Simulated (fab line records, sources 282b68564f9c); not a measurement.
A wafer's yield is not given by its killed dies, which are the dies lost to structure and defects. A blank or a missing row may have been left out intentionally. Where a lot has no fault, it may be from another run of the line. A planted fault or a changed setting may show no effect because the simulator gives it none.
Which tool did it? / flow rit-cmos / Sampling: 6 lots, 18 wafers, 2 of 202 route steps

== WHAT THE GAUGES READ, wafer by wafer ==
RIT_SILICIDE_RS_MEAS_02: measurement is done with a four-point probe.
lot=L236; measured=day 3 17:44; on=film-metro-04; SILICIDE_TI_RS (ohm/sq)=47.8 48.0 48.0
lot=L238; measured=day 4 04:56; on=film-metro-01; SILICIDE_TI_RS (ohm/sq)=47.8 48.0 48.3
lot=L240; measured=day 4 14:02; on=film-metro-04; SILICIDE_TI_RS (ohm/sq)=48.9 48.7 49.3
lot=L244; measured=day 5 06:50; on=film-metro-01; SILICIDE_TI_RS (ohm/sq)=47.1 66.0 47.1
lot=L253; measured=day 7 02:19; on=film-metro-02; SILICIDE_TI_RS (ohm/sq)=47.7 48.0 47.5
lot=L257; measured=day 8 00:28; on=film-metro-01; SILICIDE_TI_RS (ohm/sq)=47.9 47.7 47.9

== WHICH TOOL RAN EACH LOT (tool, then ch and the chambers of the sampled wafers, then the start) ==
lot=L236; RIT_SILICIDE_SPUTTER_01=pvd-sputter-03, day 3 17:35
lot=L238; RIT_SILICIDE_SPUTTER_01=pvd-sputter-03, day 4 04:46
lot=L240; RIT_SILICIDE_SPUTTER_01=pvd-sputter-03, day 4 13:49
lot=L244; RIT_SILICIDE_SPUTTER_01=pvd-sputter-03, day 5 06:41
lot=L253; RIT_SILICIDE_SPUTTER_01=pvd-sputter-02, day 7 02:10
lot=L257; RIT_SILICIDE_SPUTTER_01=pvd-sputter-02, day 8 00:17
- RIT_SILICIDE_SPUTTER_01: material Ti, target thk 30 nm, time 240 s.

== THE ANSWER, worked out from the rows above alone ==
Rule: what is usual is taken from the lots themselves. Put in order of their means at a reading, lots are off if they are a third of the lots or fewer, leave a main group of 4 or more, and stand apart from it by a gap of 3 or more times the standard deviation of the main group's means; of several such gaps the widest counts. The tables above print the reading to a certain number of digits; a main group whose means all agree to those digits is not used. Also off: a lot with no number at a reading for which 4 or more lots have one. The other lots that the step has rows for count as sound.
Off: L244, at RIT_SILICIDE_RS_MEAS_02 (SILICIDE_TI_RS). For the main group the mean is 48.1 ohm/sq and the standard deviation 0.44.
If a tool, at a process step before that reading, ran all the lots that are off and no sound lot after the first of them, it fits. The gauges at RIT_SILICIDE_RS_MEAS_02 are tried like those tools. One fits: RIT_SILICIDE_SPUTTER_01 on pvd-sputter-03. Its last sound lot is L240 (day 4 13:49), its first lot that is off L244 (day 5 06:41): a fault that began between those two fits.

== WHAT THE SIMULATOR HAD INSERTED ==
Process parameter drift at RIT_SILICIDE_SPUTTER_01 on pvd-sputter-03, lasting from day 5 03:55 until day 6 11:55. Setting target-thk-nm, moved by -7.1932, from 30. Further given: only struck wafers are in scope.
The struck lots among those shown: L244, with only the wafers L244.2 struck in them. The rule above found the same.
